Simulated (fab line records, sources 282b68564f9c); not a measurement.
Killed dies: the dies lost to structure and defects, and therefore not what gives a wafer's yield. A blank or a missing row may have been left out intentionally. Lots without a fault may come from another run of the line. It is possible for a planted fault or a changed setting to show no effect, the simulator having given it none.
fab line records -- flow ritCmos
record: lots: 7, wafers: 21, lastDay: 6
route steps=202 shown NLDD@105 PLDD@114 M1@202
lots that met no fault: from a run of the same line without faults
startH: hours from the record's opening day to when the first of the lot's shown wafers began -- waitH: hours elapsed since this lot's preceding step -- " unchanged from the row above -- L1.1+2: a single row standing in for several wafers -- - no value, or no start was given -- * or withheld: withheld -- < > ~ a bound
route shown NAME@n: a module of which the file shows steps, and the number in the route of the first -- usual: average and standard deviation across the fault-free wafers -- same: alike in all rows -- chamber/n: place in a boat -- sites: per-site readings -- _std_site: the standard deviation of these -- _edge_site: mean of outer sites minus mean of inner sites -- radiusMm: how far each site lies from the wafer's centre -- mask NAME#n: copy n -- behind: tool/chamber where the wafer was last shaped -- hold: why the lot was held/for how many hours/how that ended -- device: names the non-switching transistor (n, p or np) -- end of line: the route-end tests of the same wafers -- a step without rows: its recipe alone -- killed: not the wafer's yield, but the dies lost to structure and defects at the first sort -- map: a wafer's dies, x killed, . not, _ none there
set.NAME: the setting that was run; set.NAME@STEP: the one run at that earlier step -- model.NAME: the simulator's own value behind a step, which no gauge read
a table for each step, a row for each wafer; lots at some steps of the route
services: from which hour (startH, from the record's first day; less than 0 if before it) a tool's chamber was out of use, for how many hours, and why
== steps ==
step: RIT_NLDD_SOFTBAKE_02
recipe: resist: NOVOLAK, tempC: 90, timeS: 60
step: RIT_NLDD_EXPOSE_03
recipe: maskId: M7, na: 0.57, targetCdNm: 40700, doseMj: 250
step: RIT_NLDD_PEB_04
recipe: resist: NOVOLAK, tempC: withheld, timeS: withheld
step: RIT_NLDD_DEVELOP_05
recipe: resist: NOVOLAK, developTimeS: 50, devTempC: 23
step: RIT_NLDD_OVL_MEAS_06
usual: NLDD_OVL: 0.1/1.4
lot.wafer,tool,chamber,startH,waitH,NLDD_OVL[nm]
L200.3,overlay-01,-,46.55,-,0.2
L200.5,overlay-01,-,46.55,-,-0.6
L200.6,overlay-01,-,46.55,-,0.3
L203.2,overlay-01,-,58.34,-,0.2
L203.4,overlay-01,-,58.34,-,-0.7
L203.5,overlay-01,-,58.34,-,-1.2
L204.1,overlay-01,-,66.07,-,0.3
L204.3,overlay-01,-,66.07,-,1.5
L204.4,overlay-01,-,66.07,-,0.6
L206.1,overlay-02,-,73.58,-,1.9
L206.2,overlay-02,-,73.58,-,1.5
L206.3,overlay-02,-,73.58,-,1.9
L210.3,overlay-02,-,95.65,-,0.4
L210.5,overlay-02,-,95.65,-,1.8
L210.6,overlay-02,-,95.65,-,1.3
L213.4,overlay-02,-,109.61,-,1.6
L213.5,overlay-02,-,109.61,-,1.2
L213.6,overlay-02,-,109.61,-,0.8
L215.1,overlay-02,-,118.04,-,2.8
L215.5,overlay-02,-,118.04,-,3.1
L215.6,overlay-02,-,118.04,-,1.9
step: RIT_NLDD_HARDBAKE_07
recipe: resist: NOVOLAK, tempC: 140, timeS: 60
step: RIT_NLDD_IMPLANT_08
recipe: species: P, energyKev: 20, doseCm2: 5e+14, tiltDeg: 7
step: RIT_NLDD_STRIP_09
recipe: chemistry: O2, timeS: 180, resist: NOVOLAK, platenTempC: withheld, powerW: 500, pressureMtorr: 4000, o2FlowSccm: 4000
usual: drypumpMotorCurrentA: 6.00/0.28, o2FlowSccm: 4000/12
lot.wafer,tool,chamber,startH,waitH,drypumpMotorCurrentA,o2FlowSccm,rfHoursCounterH
L200.3,plasmaAsher-02,0,46.93,0.1,6.35,4007,-
L200.5,plasmaAsher-02,0,46.93,0.1,6.30,4004,-
L200.6,plasmaAsher-02,1,46.93,0.1,5.92,3988,-
L203.2,plasmaAsher-04,1,58.67,0.1,5.52,3992,40
L203.4,plasmaAsher-04,0,58.67,0.1,6.25,3979,-
L203.5,plasmaAsher-04,0,58.67,0.1,6.20,3990,-
L204.1,plasmaAsher-02,0,66.66,0.1,6.36,3996,43
L204.3,plasmaAsher-02,1,66.66,0.1,5.92,3992,-
L204.4,plasmaAsher-02,0,66.66,0.1,6.33,4003,-
L206.1,plasmaAsher-03,1,73.92,0.1,5.82,3999,28
L206.2,plasmaAsher-03,0,73.92,0.1,5.94,4003,28
L206.3,plasmaAsher-03,1,73.92,0.1,5.82,4011,-
L210.3,plasmaAsher-04,1,96.03,0.1,5.53,3985,-
L210.5,plasmaAsher-04,1,96.03,0.1,5.52,3998,-
L210.6,plasmaAsher-04,0,96.03,0.1,6.22,3983,-
L213.4,plasmaAsher-02,0,109.99,0.1,6.31,4017,-
L213.5,plasmaAsher-02,1,109.99,0.1,5.95,3997,-
L213.6,plasmaAsher-02,0,109.99,0.1,6.32,3989,-
L215.1,plasmaAsher-04,1,118.38,0.1,5.49,4011,0
L215.5,plasmaAsher-04,0,118.38,0.1,6.25,4021,-
L215.6,plasmaAsher-04,1,118.38,0.1,5.49,3998,-
step: RIT_NLDD_TW_MEAS_10
usual: NLDD_TW: 2490/26
lot.wafer,tool,chamber,startH,waitH,NLDD_TW
L200.3,filmMetro-01,-,47.07,0.1,2463
L200.5,filmMetro-01,-,47.07,0.1,2477
L200.6,filmMetro-01,-,47.07,0.1,2457
L203.2,filmMetro-04,-,58.86,0.1,2490
L203.4,filmMetro-04,-,58.86,0.1,2492
L203.5,filmMetro-04,-,58.86,0.1,2487
L204.1,filmMetro-01,-,66.83,0.1,2471
L204.3,filmMetro-01,-,66.83,0.1,2459
L204.4,filmMetro-01,-,66.83,0.1,2475
L206.1,filmMetro-01,-,74.09,0.1,2490
L206.2,filmMetro-01,-,74.09,0.1,2493
L206.3,filmMetro-01,-,74.09,0.1,2491
L210.3,filmMetro-01,-,96.17,0.1,2465
L210.5,filmMetro-01,-,96.17,0.1,2467
L210.6,filmMetro-01,-,96.17,0.1,2459
L213.4,filmMetro-03,-,110.14,0.1,2528
L213.5,filmMetro-03,-,110.14,0.1,2537
L213.6,filmMetro-03,-,110.14,0.1,2547
L215.1,filmMetro-01,-,118.55,0.1,2462
L215.5,filmMetro-01,-,118.55,0.1,2474
L215.6,filmMetro-01,-,118.55,0.1,2467
step: RIT_PLDD_HMDS_00
recipe: primeTimeS: 60, primeTempC: 140
step: RIT_PLDD_COAT_01
recipe: resist: NOVOLAK, spinRpm: 3250, resistThkNm: 1000
step: RIT_PLDD_SOFTBAKE_02
recipe: resist: NOVOLAK, tempC: 90, timeS: 60
step: RIT_PLDD_EXPOSE_03
recipe: maskId: M8, na: 0.57, targetCdNm: 40900, doseMj: 250
usual: stageVelMmS: 500.00/0.22
same: na: 0.57
lot.wafer,tool,chamber,startH,waitH,mask,stageVelMmS,model.PLDD.overlayXNm
L200.3,ilineStepper-01,0,47.73,0.2,M8#0,499.73,-0.009305
L200.5,ilineStepper-01,0,47.73,0.2,M8#0,499.98,-0.009305
L200.6,ilineStepper-01,0,47.73,0.2,M8#0,500.17,-0.009305
L203.2,ilineStepper-02,0,59.50,0.2,M8#0,499.67,1.097
L203.4,ilineStepper-02,0,59.50,0.2,M8#0,499.88,1.097
L203.5,ilineStepper-02,0,59.50,0.2,M8#0,500.15,1.097
L204.1,ilineStepper-02,0,67.34,0.1,M8#0,500.10,6754
L204.3,ilineStepper-02,0,67.34,0.1,M8#0,499.75,6754
L204.4,ilineStepper-02,0,67.34,0.1,M8#0,500.12,6754
L206.1,ilineStepper-02,0,74.73,0.2,M8#0,499.87,6753
L206.2,ilineStepper-02,0,74.73,0.2,M8#0,499.88,6753
L206.3,ilineStepper-02,0,74.73,0.2,M8#0,500.21,6753
L210.3,ilineStepper-02,0,96.82,0.2,M8#0,500.04,6756
L210.5,ilineStepper-02,0,96.82,0.2,M8#0,500.37,6756
L210.6,ilineStepper-02,0,96.82,0.2,M8#0,500.07,6756
L213.4,ilineStepper-01,0,110.67,0.1,M8#0,499.73,-0.404
L213.5,ilineStepper-01,0,110.67,0.1,M8#0,500.26,-0.404
L213.6,ilineStepper-01,0,110.67,0.1,M8#0,499.94,-0.404
L215.1,ilineStepper-01,0,119.06,0.1,M8#0,499.86,-1.84
L215.5,ilineStepper-01,0,119.06,0.1,M8#0,499.75,-1.84
L215.6,ilineStepper-01,0,119.06,0.1,M8#0,499.55,-1.84
step: RIT_PLDD_PEB_04
recipe: resist: NOVOLAK, tempC: withheld, timeS: withheld
step: RIT_PLDD_DEVELOP_05
recipe: resist: NOVOLAK, developTimeS: 50, devTempC: 23
step: RIT_PLDD_OVL_MEAS_06
usual: PLDD_OVL: 0.3/1.2
lot.wafer,tool,chamber,startH,waitH,hold,PLDD_OVL[nm]
L200.3,overlay-02,-,48.10,-,-,1.1
L200.5,overlay-02,-,48.10,-,-,0.2
L200.6,overlay-02,-,48.10,-,-,0.1
L203.2,overlay-01,-,59.89,-,-,-0.8
L203.4,overlay-01,-,59.89,-,-,-1.2
L203.5,overlay-01,-,59.89,-,-,0.2
L204.1,overlay-01,-,67.74,-,awaitDispo/0.2h/release,-
L204.3,overlay-01,-,67.74,-,awaitDispo/0.2h/release,-
L204.4,overlay-01,-,67.74,-,awaitDispo/0.2h/release,-
L204.1,overlay-01,-,67.94,0.2,-,-
L204.3,overlay-01,-,67.94,0.2,-,-
L204.4,overlay-01,-,67.94,0.2,-,-
L206.1,overlay-01,-,75.13,-,awaitDispo/0.2h/release,-
L206.2,overlay-01,-,75.13,-,awaitDispo/0.2h/release,-
L206.3,overlay-01,-,75.13,-,awaitDispo/0.2h/release,-
L206.1,overlay-01,-,75.33,0.2,-,-
L206.2,overlay-01,-,75.33,0.2,-,-
L206.3,overlay-01,-,75.33,0.2,-,-
L210.3,overlay-02,-,97.20,-,awaitDispo/0.2h/release,-
L210.5,overlay-02,-,97.20,-,awaitDispo/0.2h/release,-
L210.6,overlay-02,-,97.20,-,awaitDispo/0.2h/release,-
L210.3,overlay-02,-,98.77,1.6,-,-
L210.5,overlay-02,-,98.77,1.6,-,-
L210.6,overlay-02,-,98.77,1.6,-,-
L213.4,overlay-01,-,111.03,-,-,-0.2
L213.5,overlay-01,-,111.03,-,-,-0.5
L213.6,overlay-01,-,111.03,-,-,-1.9
L215.1,overlay-02,-,119.46,-,-,0.8
L215.5,overlay-02,-,119.46,-,-,0.7
L215.6,overlay-02,-,119.46,-,-,-0.2
step: RIT_M1_PROBE_99
usual: defectLimitedYield: 97.3/1.2, killedAtFrontEnd: 7/3.2, killedDies: 7/3.2, killedOpen: 3.6/2.1, killedShort: 3.5/2, sort_bin_3_pad_short: 0.1/0.18, sort_bin_5_function: 1.5/0.84, sort_bin_6_memory: 1.1/0.74, sortNPass: 257/3.2, sortYieldPct: 97.3/1.2
same: grossDies: 264, killed_at_M0_to_M3: 0, killed_at_M4_up: 0, killedAtBackSide: 0, killedAtContacts: 0, killedAtOther: 0
lot.wafer,tool,chamber,startH,waitH,defectLimitedYield[%],killedAtFrontEnd,killedDies,killedOpen,killedShort,sort_bin_3_pad_short[%],sort_bin_5_function[%],sort_bin_6_memory[%],sortNPass,sortYieldPct[%]
L200.3,prober-02,-,62.06,0.2,99.2,2,2,2,0,0,0.8,0,262,99.2
L200.5,prober-02,-,62.16,0.2,97.0,8,8,5,3,0,1.5,1.5,256,97.0
L200.6,prober-02,-,62.21,0.2,97.3,7,7,4,3,0,0.4,2.3,257,97.3
L203.2,prober-01,-,74.21,0.1,95.5,12,12,6,6,0,2.3,2.3,252,95.5
L203.4,prober-01,-,74.31,0.2,98.5,4,4,4,0,0,0,1.5,260,98.5
L203.5,prober-01,-,74.36,0.2,97.7,6,6,3,3,0,1.1,1.1,258,97.7
L213.4,prober-01,-,125.23,0.2,95.8,11,11,10,1,0,2.7,1.5,253,95.8
L213.5,prober-01,-,125.28,0.2,96.6,9,9,4,5,0.4,3.0,0,255,96.6
L213.6,prober-01,-,125.33,0.2,98.5,4,4,1,3,0,0.8,0.8,260,98.5
L215.1,prober-01,-,133.79,0.1,98.5,4,4,1,3,0.4,0.8,0.4,260,98.5
L215.5,prober-01,-,133.99,0.2,95.8,11,11,8,3,0,1.9,2.3,253,95.8
L215.6,prober-01,-,134.04,0.2,95.5,12,12,4,8,0,1.9,2.7,252,95.5
killed by level:class
L200.3 FOX1:geometricParticle:open=1 GATE:geometricParticle:open=1
L200.5 GATE:geometricParticle:open=2 GATE:geometricParticle:short=2 REOX:geometricParticle:open=2 REOX:geometricParticle:short=1 SPACER:geometricParticle:open=1
L200.6 FOX1:geometricParticle:open=2 GATE:geometricParticle:short=2 GATE:geometricParticle:open=1 SPACER:geometricParticle:open=1 SILICIDE:geometricParticle:short=1
L203.2 GATE:geometricParticle:open=3 GATE:geometricParticle:short=2 FOX1:geometricParticle:short=1 FOX2:geometricParticle:open=1 FOX2:geometricParticle:short=1 REOX:geometricParticle:open=1 SPACER:geometricParticle:short=1 SPACER:geometricParticle:open=1
L203.4 FOX1:geometricParticle:open=1 GATE:geometricParticle:open=1 REOX:geometricParticle:open=1 SILICIDE:geometricParticle:open=1
L203.5 GATE:geometricParticle:open=2 FOX2:geometricParticle:short=1 GATE:geometricParticle:short=1 REOX:geometricParticle:short=1 SPACER:geometricParticle:open=1
L213.4 GATE:geometricParticle:open=4 FOX2:geometricParticle:open=2 SILICIDE:geometricParticle:open=2 FOX1:geometricParticle:open=1 GATE:geometricParticle:short=1 REOX:geometricParticle:open=1
L213.5 GATE:geometricParticle:short=2 FOX1:geometricParticle:open=1 FOX2:geometricParticle:short=1 REOX:geometricParticle:open=1 SPACER:geometricParticle:short=1 SILICIDE:geometricParticle:open=1 SILICIDE:geometricParticle:short=1 STARTING-WAFER:geometricParticle:open=1
L213.6 GATE:geometricParticle:short=3 SPACER:geometricParticle:open=1
L215.1 SPACER:geometricParticle:short=2 FOX2:geometricParticle:short=1 SPACER:geometricParticle:open=1
L215.5 FOX2:geometricParticle:open=4 GATE:geometricParticle:open=3 FOX1:geometricParticle:short=1 FOX2:geometricParticle:short=1 GATE:geometricParticle:short=1 SILICIDE:geometricParticle:open=1
L215.6 GATE:geometricParticle:open=4 SILICIDE:geometricParticle:short=3 FOX2:geometricParticle:short=2 FOX1:geometricParticle:short=1 GATE:geometricParticle:short=1 REOX:geometricParticle:short=1
== services ==
tool,chamber,startH,hours,kind
plasmaAsher-03,-,27.07,0.7,repair
ilineStepper-02,-,31.79,9.3,repair
plasmaAsher-02,-,33.44,0.7,repair
ilineStepper-01,-,74.22,2.2,repair
plasmaAsher-04,-,108.75,9.0,pm
plasmaAsher-04,0,108.75,9.0,ventCycle
plasmaAsher-04,1,108.75,9.0,ventCycle
plasmaAsher-03,-,109.64,4.5,repair
plasmaAsher-04,0,117.75,-,clean
plasmaAsher-04,1,117.75,-,clean
== key ==
firstSign: step: RIT_PLDD_OVL_MEAS_06, reading: visit, direction: added
effect: step: RIT_PLDD_OVL_MEAS_06, reading: hold, direction: added
modelEffect: step: RIT_PLDD_EXPOSE_03, value: PLDD.overlayXNm, without: 1.972, struck: 6754
metAt RIT_PLDD_EXPOSE_03
struckWafers L204.1,L204.3,L204.4,L206.1,L206.2,L206.3,L210.3,L210.5,L210.6
scrappedBehind RIT_PLDD_OVL_MEAS_06 L204.1,L204.3,L204.4,L206.1,L206.2,L206.3,L210.3,L210.5,L210.6
onsetBetween 59.50 67.34
fault: kind: scannerMatchingOverlay, tool: ilineStepper-02, chamber: -, onsetH: 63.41, steps: RIT_PLDD_EXPOSE_03, offset: 6752.4
